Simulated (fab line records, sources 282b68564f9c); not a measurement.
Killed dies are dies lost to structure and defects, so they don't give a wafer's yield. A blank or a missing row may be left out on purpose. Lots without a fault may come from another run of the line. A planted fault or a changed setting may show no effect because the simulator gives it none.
fab line records | flow rit_cmos
record lots=13 wafers=39 last_day=7
route steps=202 shown GATE@84
lots that met no fault: from a run of the same line without faults
start_h: hours from the record's first day to the start of the lot's first wafer shown | wait_h: hours since the lot's step before | " the same as in the row above | L1.1+2: a row that stands for several wafers | - no value, or no start given | * or withheld: withheld | < > ~ a bound
route shown NAME@n: a module of which the file shows steps, and the number in the route of the first | usual: mean/standard deviation of fault-free wafers | same: alike in all rows | chamber/n: place in a boat | sites: the reading at each site | _std_site: their standard deviation | _edge_site: outer sites' mean less inner sites' | radius_mm: how far each site lies from the wafer's centre | mask NAME#n: copy n | behind: the tool/chamber that last shaped the wafer | hold: why the lot was held/for how many hours/how that ended | device: the transistor (n, p or np) that didn't switch | end of line: the same wafers' tests at the end of the route | a step without rows: its recipe alone | killed: dies lost to structure and defects at the first sort, not the wafer's yield | map: a wafer's dies, x killed, . not, _ none there
set.NAME: the setting as run; set.NAME@STEP: as run at that earlier step | model.NAME: the simulator's own value behind a step, which no gauge read
steps of the route over a sample of lots; a table a step, a row a wafer
services: from which hour (start_h, from the record's first day; less than 0 if before it) a tool's chamber was out of use, for how many hours, and why
## steps
# step RIT_GATE_CVD_08
# recipe material=poly-Si target_thk_nm=250 temp_c=610 precursor=SiH4 time_s=2220 pressure_mtorr=300 sih4_flow_sccm=100
# usual sih4_flow_sccm=100.01/0.29 zone_power_source_pct=12.3/0.44
# columns lot.wafer tool chamber start_h wait_h sih4_flow_sccm zone_power_source_pct
L657.1 lpcvd-02 0 34.99 0.1 100.36 12.4
L657.4 " 0 " " 100.11 12.6
L657.5 " 0 " " 99.98 12.8
L658.1 lpcvd-02 1 38.89 0.1 99.72 12.2
L658.2 " 1 " " 99.98 12.7
L658.5 " 1 " " 99.79 12.4
L659.3 lpcvd-01 0 43.40 0.0 100.17 11.8
L659.4 " 0 " " 100.48 12.0
L659.6 " 0 " " 99.96 11.9
L660.1 lpcvd-02 0 49.36 0.1 100.13 12.5
L660.3 " 0 " " 100.04 12.4
L660.4 " 0 " " 100.00 12.6
L661.2 lpcvd-02 1 54.09 0.8 100.04 12.4
L661.5 " 1 " " 99.82 12.4
L661.6 " 1 " " 99.77 12.5
L662.1 lpcvd-01 0 59.00 0.1 99.92 11.8
L662.2 " 0 " " 100.17 11.7
L662.5 " 0 " " 100.13 11.6
L663.3 lpcvd-01 0 63.58 0.0 100.35 11.9
L663.5 " 0 " " 99.87 11.8
L663.6 " 0 " " 100.28 11.8
L664.2 lpcvd-02 1 74.96 0.0 100.49 12.5
L664.3 " 1 " " 100.51 12.5
L664.6 " 1 " " 100.09 12.5
L668.2 lpcvd-01 0 91.29 0.0 100.17 11.7
L668.3 " 0 " " 99.85 11.6
L668.4 " 0 " " 99.75 11.8
L669.2 lpcvd-01 0 95.37 0.0 99.65 11.8
L669.4 " 0 " " 99.67 11.7
L669.5 " 0 " " 99.66 11.8
L673.2 lpcvd-01 0 113.53 0.1 100.51 11.7
L673.3 " 0 " " 100.53 11.8
L673.6 " 0 " " 100.00 11.7
L678.1 lpcvd-02 0 139.24 0.5 100.05 12.4
L678.2 " 0 " " 100.00 12.4
L678.5 " 0 " " 100.15 12.8
L679.1 lpcvd-01 0 143.75 0.1 99.98 11.7
L679.4 " 0 " " 100.33 11.8
L679.6 " 0 " " 99.90 11.6
# step RIT_GATE_THK_MEAS_09
# recipe reads=poly-Si_of_GATE_CVD_08
# usual GATE_POLY_THK=249.5/1.9
# columns lot.wafer tool chamber start_h wait_h GATE_POLY_THK[nm]
L657.1 film_metro-02 - 36.61 0.0 250.8
L657.4 " - " " 250.1
L657.5 " - " " 252.4
L658.1 film_metro-03 - 40.51 0.0 248.5
L658.2 " - " " 250.0
L658.5 " - " " 248.6
L659.3 film_metro-04 - 45.04 0.0 249.2
L659.4 " - " " 250.2
L659.6 " - " " 249.3
L660.1 film_metro-03 - 50.97 0.0 250.3
L660.3 " - " " 250.9
L660.4 " - " " 250.8
L661.2 film_metro-03 - 55.71 0.0 246.4
L661.5 " - " " 245.7
L661.6 " - " " 248.8
L662.1 film_metro-04 - 61.43 0.0 249.3
L662.2 " - " " 251.4
L662.5 " - " " 250.8
L663.3 film_metro-03 - 66.03 0.0 249.2
L663.5 " - " " 248.6
L663.6 " - " " 248.7
L664.2 film_metro-03 - 76.58 0.0 251.5
L664.3 " - " " 249.7
L664.6 " - " " 249.9
L668.2 film_metro-03 - 93.73 0.0 251.4
L668.3 " - " " 248.8
L668.4 " - " " 247.3
L669.2 film_metro-02 - 97.00 0.0 251.8
L669.4 " - " " 252.1
L669.5 " - " " 250.4
L673.2 film_metro-04 - 115.16 0.0 250.5
L673.3 " - " " 250.8
L673.6 " - " " 250.3
L678.1 film_metro-03 - 141.66 0.0 218.8
L678.2 " - " " 221.7
L678.5 " - " " 219.5
L679.1 film_metro-04 - 145.36 0.0 252.7
L679.4 " - " " 250.1
L679.6 " - " " 249.6
# step RIT_GATE_ETCH_19
# recipe chemistry=SF6/CHF3/O2 time_s=165 SF6_flow_sccm=30 CHF3_flow_sccm=30 O2_flow_sccm=5 target=poly-Si pressure_mtorr=40 rf_w=160 target_depth_a=3125 over_etch_frac=0.25 stop_on=SiO2
# usual drypump_motor_current_A=5.9/0.36 oes_product_au=0.846/0.019 rf_fwd_power_W=159.2/0.54 throttle_valve_pct=10.30/0.11
# columns lot.wafer tool chamber start_h wait_h drypump_motor_current_A oes_product_au rf_fwd_power_W rf_hours_counter_h throttle_valve_pct
L657.1 rie_si-02 3 37.99 0.1 5.8 0.845 159.4 110 10.38
L657.4 " 1 " " 5.7 0.869 160.0 138 10.14
L657.5 " 0 " " 6.3 0.881 159.6 - 10.21
L658.1 rie_si-01 0 44.89 0.1 5.8 0.839 159.1 25 10.16
L658.2 " 3 " " 6.2 0.848 159.3 117 10.41
L658.5 " 3 " " 6.1 0.853 158.8 - 10.40
L659.3 rie_si-02 2 46.36 0.1 6.3 0.814 160.1 64 10.35
L659.4 " 3 " " 5.8 0.854 160.5 110 10.37
L659.6 " 1 " " 5.7 0.871 158.9 - 10.13
L660.1 rie_si-01 2 52.21 0.1 5.5 0.834 158.8 59 10.28
L660.3 " 3 " " 6.2 0.848 159.2 117 10.41
L660.4 " 0 " " 5.8 0.855 158.3 25 10.18
L661.2 rie_si-02 2 57.20 0.1 6.3 0.813 159.7 64 10.36
L661.5 " 2 " " 6.3 0.814 159.9 - 10.35
L661.6 " 3 " " 5.8 0.845 160.1 - 10.39
L662.1 rie_si-01 2 62.77 0.1 5.5 0.822 157.9 59 10.26
L662.2 " 3 " " 6.1 0.845 159.7 117 10.42
L662.5 " 3 " " 6.1 0.837 159.6 - 10.41
L663.3 rie_si-02 3 67.78 0.1 5.8 0.847 160.2 110 10.36
L663.5 " 0 " " 6.3 0.876 159.0 - 10.22
L663.6 " 3 " " 5.8 0.840 160.1 - 10.37
L664.2 rie_si-01 1 77.92 0.1 5.2 0.834 160.0 142 10.47
L664.3 " 0 " " 5.8 0.843 159.3 25 10.16
L664.6 " 2 " " 5.5 0.832 159.0 - 10.28
L668.2 rie_si-01 2 94.93 0.1 5.5 0.840 159.9 59 10.27
L668.3 " 0 " " 5.8 0.853 158.5 25 10.16
L668.4 " 1 " " 5.1 0.820 159.7 142 10.49
L669.2 rie_si-02 0 98.20 0.1 6.3 0.877 159.3 93 10.22
L669.4 " 1 " " 5.7 0.874 159.5 138 10.15
L669.5 " 0 " " 6.3 0.878 160.2 - 10.21
L673.2 rie_si-02 1 116.36 0.1 5.7 0.871 159.1 139 10.13
L673.3 " 2 " " 6.3 0.820 159.0 64 10.35
L673.6 " 2 " " 6.3 0.826 159.7 - 10.35
L678.1 rie_si-01 2 142.89 0.1 5.5 0.765 158.2 60 10.26
L678.2 " 0 " " 5.9 0.781 158.0 26 10.16
L678.5 " 3 " " 6.2 0.771 158.8 - 10.40
L679.1 rie_si-02 0 146.58 0.1 6.3 0.883 159.0 94 10.23
L679.4 " 3 " " 5.8 0.850 159.0 111 10.38
L679.6 " 0 " " 6.3 0.881 159.1 - 10.20
## services
# columns tool chamber start_h hours kind
rie_si-01 3 13.36 3.8 repair
rie_si-01 0 53.00 7.8 repair
lpcvd-01 - 70.48 6.1 pm
lpcvd-01 - 105.36 0.9 repair
## key
first_sign step=RIT_GATE_THK_MEAS_09 reading=GATE_POLY_THK direction=down sigmas=16 usual=249.5 struck=220.0
effect step=RIT_GATE_ETCH_19 reading=oes_product_au direction=down sigmas=3.9 usual=0.846 struck=0.772
met_at RIT_GATE_CVD_08
struck_lots L678
struck_wafers L678.1,L678.2,L678.5
sort_left_out L678.1,L678.2,L678.5
tester_left_out L678
onset_between 49.36 139.24
fault kind=site_profile_drift tool=lpcvd-02 chamber=0 onset_h=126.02 steps=RIT_GATE_CVD_08 basis=fraction max_abs_drift=0.26049 slope_share_per_hr=57.888 site_pattern=0,0,0,0,0,-1,-1,-1,-1
# tester_left_out: of these lots the tester's yield and bins aren't shown, on N5 and GAA mostly nor the transistor test; their killed dies are dies lost to structure and defects alone, not to doping, threshold or leakage, so they don't give the yield
# sort_left_out: the simulated sort isn't trusted on such a fault, so these wafers' sort isn't shown, and their yield isn't known
